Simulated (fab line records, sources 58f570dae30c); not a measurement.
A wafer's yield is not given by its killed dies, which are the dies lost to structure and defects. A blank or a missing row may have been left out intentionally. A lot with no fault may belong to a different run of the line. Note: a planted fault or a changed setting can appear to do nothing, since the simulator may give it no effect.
Split-lot study	flow berkeley cmos170	on a route of 331 steps: 5 lots, 23 wafers read

## SPLIT DETAILS
At UCB170_NWELL_OXIDATION_01 (target thk 26.4 nm, ox time 1260 s), the setting ox time s was moved away from the recipe's 1260 s on 15 of the 23 wafers read, by -9.0% to +12.5%. All remaining wafers had this setting at the recipe value.

No step appears in the file between the split and the reading.

## THE READING
NWELL_OXIDE_THK, in nm, at UCB170_NWELL_THK_MEAS_02. Typical for fault-free wafers on this fab line: 26.5 nm, with standard deviation 0.53 nm.

wafer	tool, chamber at the split	ox time s as run, s	against the recipe	NWELL_OXIDE_THK, nm	against lot-mates on the recipe
L074.1	-, -	1260	recipe	25.7	-
L074.3	-, -	1260	recipe	26.1	-
L074.4	-, -	1260	recipe	25.8	-
L074.5	-, -	1260	recipe	25.7	-
L074.6	-, -	1260	recipe	25.8	-
L080.1	-, -	1192	-5.4%	25.5	no lot-mate on the recipe
L080.2	-, -	1192	-5.4%	25.8	no lot-mate on the recipe
L080.3	-, -	1192	-5.4%	26.1	no lot-mate on the recipe
L080.4	-, -	1192	-5.4%	25.5	no lot-mate on the recipe
L080.5	-, -	1192	-5.4%	25.8	no lot-mate on the recipe
L081.1	-, -	1417	+12.5%	27.8	no lot-mate on the recipe
L081.2	-, -	1417	+12.5%	27.6	no lot-mate on the recipe
L081.4	-, -	1417	+12.5%	27.7	no lot-mate on the recipe
L081.5	-, -	1417	+12.5%	27.6	no lot-mate on the recipe
L081.6	-, -	1417	+12.5%	27.6	no lot-mate on the recipe
L082.2	furnace-02, 0	1260	recipe	26.2	-
L082.4	furnace-02, 0	1260	recipe	26.1	-
L082.6	furnace-02, 0	1260	recipe	26.3	-
L083.1	-, -	1146	-9.0%	25.1	no lot-mate on the recipe
L083.3	-, -	1146	-9.0%	25.2	no lot-mate on the recipe
L083.4	-, -	1146	-9.0%	25.5	no lot-mate on the recipe
L083.5	-, -	1146	-9.0%	25.3	no lot-mate on the recipe
L083.6	-, -	1146	-9.0%	25.4	no lot-mate on the recipe

FIT RESULTS
A straight line over all 23 wafers: NWELL_OXIDE_THK changes by +0.108 nm for each +1% of ox time s; r = +0.96; the points scatter about the line by 0.26 nm.
Too few moved wafers have a lot-mate on the recipe to fit a line with each lot's own level taken away.

## THE WHOLE CHAIN: every reading that the file lists as answering this split, in the file's order
step	what it does	reading	change (the file's fit)	r (the file's)
UCB170_NWELL_OXIDATION_01	target thk 26.4 nm, ox time 1260 s	SiO2_of_NWELL_OXIDATION_01.thk nm (the simulator's own value, which no gauge read)	+0.107 nm for each +1% of the setting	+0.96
UCB170_NWELL_THK_MEAS_02		NWELL_OXIDE_THK	+0.108 for each +1% of the setting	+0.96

## FILE'S OWN FIT
NWELL_OXIDE_THK changes by +0.108 nm for each +1% of ox time s, r = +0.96.
